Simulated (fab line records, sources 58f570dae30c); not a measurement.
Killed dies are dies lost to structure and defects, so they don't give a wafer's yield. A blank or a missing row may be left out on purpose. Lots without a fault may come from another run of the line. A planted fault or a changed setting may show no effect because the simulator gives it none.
Tool commonality check | flow berkeley_cmos170 | 14 lots, 42 wafers sampled

WHY IT WAS OPENED
At UCB170_GATE_THK_MEAS_05 the reading GATE_POLY_THK is flagged on 2 of 14 lots. Wafers without a fault read 212.6 nm, standard deviation 1.8.
Rule: a lot is flagged when every wafer of it that has a number lies more than 4 standard deviations from that mean, or none has a number. The other lots count as sound.

lot  | measured     | on            | GATE_POLY_THK (nm), wafer by wafer | flag
L165 | day 6 13:15  | film_metro-04 | 216.3 216.4 215.5                  |
L167 | day 7 18:24  | film_metro-01 | 213.3 213.5 211.5                  |
L168 | day 7 18:28  | film_metro-01 | 210.7 207.9 209.3                  |
L169 | day 7 18:28  | film_metro-04 | 212.4 213.9 213.1                  |
L171 | day 8 17:32  | film_metro-04 | 224.5 224.0 225.2                  | FLAGGED
L172 | day 8 17:32  | film_metro-02 | 224.4 225.2 223.4                  | FLAGGED
L173 | day 9 00:10  | film_metro-04 | 213.4 213.4 213.6                  |
L181 | day 10 02:46 | film_metro-02 | 211.4 211.6 211.6                  |
L182 | day 10 20:00 | film_metro-01 | 211.1 209.2 211.2                  |
L183 | day 10 20:00 | film_metro-04 | 210.5 211.3 210.9                  |
L185 | day 11 06:47 | film_metro-01 | 210.9 210.6 209.7                  |
L186 | day 11 06:47 | film_metro-02 | 212.8 213.2 213.3                  |
L184 | day 11 06:50 | film_metro-04 | 215.8 215.7 213.9                  |
L188 | day 12 02:04 | film_metro-02 | 215.0 212.8 214.6                  |
The numbers of the flagged lots are 224.4 nm on average: +11.8 nm against the usual, or +7 standard deviations.

WHICH TOOL RAN EACH LOT
The record holds 1 process step before the reading, out of a route of 331 steps. In each cell: the tool, then ch and the chambers that the sampled wafers went through, then the start.
lot  | flag    | UCB170_GATE_CVD_04
L165 |         | lpcvd-02 ch 0, day 6 11:47
L167 |         | lpcvd-02 ch 1, day 7 17:00
L168 |         | lpcvd-02 ch 1, day 7 17:00
L169 |         | lpcvd-02 ch 1, day 7 17:00
L171 | FLAGGED | lpcvd-02 ch 1, day 8 16:08
L172 | FLAGGED | lpcvd-02 ch 1, day 8 16:08
L173 |         | lpcvd-01 ch 1, day 8 22:45
L181 |         | lpcvd-01 ch 0, day 10 00:38
L182 |         | lpcvd-01 ch 0, day 10 18:36
L183 |         | lpcvd-01 ch 1, day 10 18:36
L185 |         | lpcvd-01 ch 1, day 11 05:19
L186 |         | lpcvd-01 ch 1, day 11 05:19
L184 |         | lpcvd-01 ch 0, day 11 05:19
L188 |         | lpcvd-01 ch 0, day 12 00:38
What these steps do:
- UCB170_GATE_CVD_04: deposits poly-Si from SiH4, time 1440 s, target thk 214 nm.
- UCB170_GATE_THK_MEAS_05

FLAGGED OVER TOTAL, TOOL BY TOOL (the gauges that took the reading come last)
step                    | tool          | lots run | flagged | share of the flagged lots | sound lots run after its first flagged lot
UCB170_GATE_CVD_04      | lpcvd-01      | 8        | 0       | none                      | -
UCB170_GATE_CVD_04      | lpcvd-02      | 6        | 2       | all                       | 0
UCB170_GATE_THK_MEAS_05 | film_metro-01 | 4        | 0       | none                      | -
UCB170_GATE_THK_MEAS_05 | film_metro-02 | 4        | 1       | some                      | 3 (L181,L186,L188)
UCB170_GATE_THK_MEAS_05 | film_metro-04 | 6        | 1       | some                      | 3 (L173,L183,L184)

WHAT THE TABLE ALLOWS
1 row of the table ran every flagged lot: lpcvd-02 at UCB170_GATE_CVD_04.
- lpcvd-02 at UCB170_GATE_CVD_04: 2 of its 6 lots flagged. Its last sound lot is L167 (day 7 17:00), its first flagged lot L171 (day 8 16:08): a fault that began between those two fits.
One tool is left: lpcvd-02 at UCB170_GATE_CVD_04.

WHAT THE SIMULATOR HAD PUT IN
Process parameter drift: lpcvd-02, from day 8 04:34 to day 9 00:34, at UCB170_GATE_CVD_04. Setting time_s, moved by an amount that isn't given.
Lots struck among those shown: L171, L172. The rule above found the same.
